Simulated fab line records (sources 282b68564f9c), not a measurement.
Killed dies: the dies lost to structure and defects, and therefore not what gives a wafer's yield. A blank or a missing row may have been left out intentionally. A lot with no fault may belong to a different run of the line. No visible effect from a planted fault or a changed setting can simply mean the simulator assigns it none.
8D (eight disciplines) problem report, filled in by code ; flow rit-cmos ; the parts of the form that need people (team, actions taken, sign-off) are left out

1. THE ISSUE
Mean of spin-speed-rpm at RIT_NWELL_COAT_01: 1921.1 rpm across 6 wafers in 2 lots; on wafers with no fault it is 2000.0 rpm (standard deviation 1.2). Relative to the usual mean, that is a shift of -66 standard deviations.
The step: resist thk 1300 nm.
First observed at day 5 00:47: wafer L872.1, on litho-track-04. Wafers with a number at this step in the record: 42, from 14 lots. Rule for "out" (also "out of limits"): further than 4 standard deviations from the usual mean. All remaining wafers that have a number are taken as sound.

2. WHAT IT IS, WHAT IT ISN'T
question;is;is not
which readings at this step;spin-speed-rpm;-
which lots;L872, L875;L858, L860, L862, L863, L864, L865, L866, L867, L878, L879, L880, L881
which wafers of those lots;all that have a number;-
read on which tools;litho-track-04;litho-track-02, litho-track-03
when;from day 5 00:47;"up to then (24 sound wafers); but 12 sound wafers of L878, L879, L880, L881 came after"

3. WHAT RULES OUT EACH SUSPECT
Counting: a tool at a process step up to the reading stays a suspect if it ran every lot that is out and no sound lot after the first of them.
- litho-track-04 at RIT_NWELL_COAT_01 (resist thk 1300 nm): kept. It ran every lot that is out, first L872 (day 5 00:47), and no sound lot after that; its last sound lot up to then is L867 (day 3 18:02). Its own spin-speed-rpm readings are out on those wafers.
Left after counting: litho-track-04 at RIT_NWELL_COAT_01.

4. THE CAUSE (what the simulator had put in)
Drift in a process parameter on litho-track-04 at RIT_NWELL_COAT_01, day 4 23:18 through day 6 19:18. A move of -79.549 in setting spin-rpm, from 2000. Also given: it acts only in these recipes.
Counting left only this tool.

5. THE CHAIN OF EFFECTS, in route order
Each row: a reading whose mean over the struck wafers that have a number lies more than 3 standard deviations from the usual. Readings are gone through only where the record gives a usual standard deviation; hours: the median, over the lots, of the time from a lot's start at the first step in this table giving one to that lot's start at this step; sigmas: the change measured in usual standard deviations.
hours;step;reading;usual;on struck wafers;change;sigmas
0;RIT_NWELL_COAT_01;spin-speed-rpm;2000.0 rpm;1921.1;-78.9;-66
Process steps it contains:
- RIT_NWELL_COAT_01: resist thk 1300 nm.

6. WHAT WOULD HAVE CAUGHT IT SOONER
In this record the first reading out of limits was taken at day 5 00:47, 1 hour after the fault began at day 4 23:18.
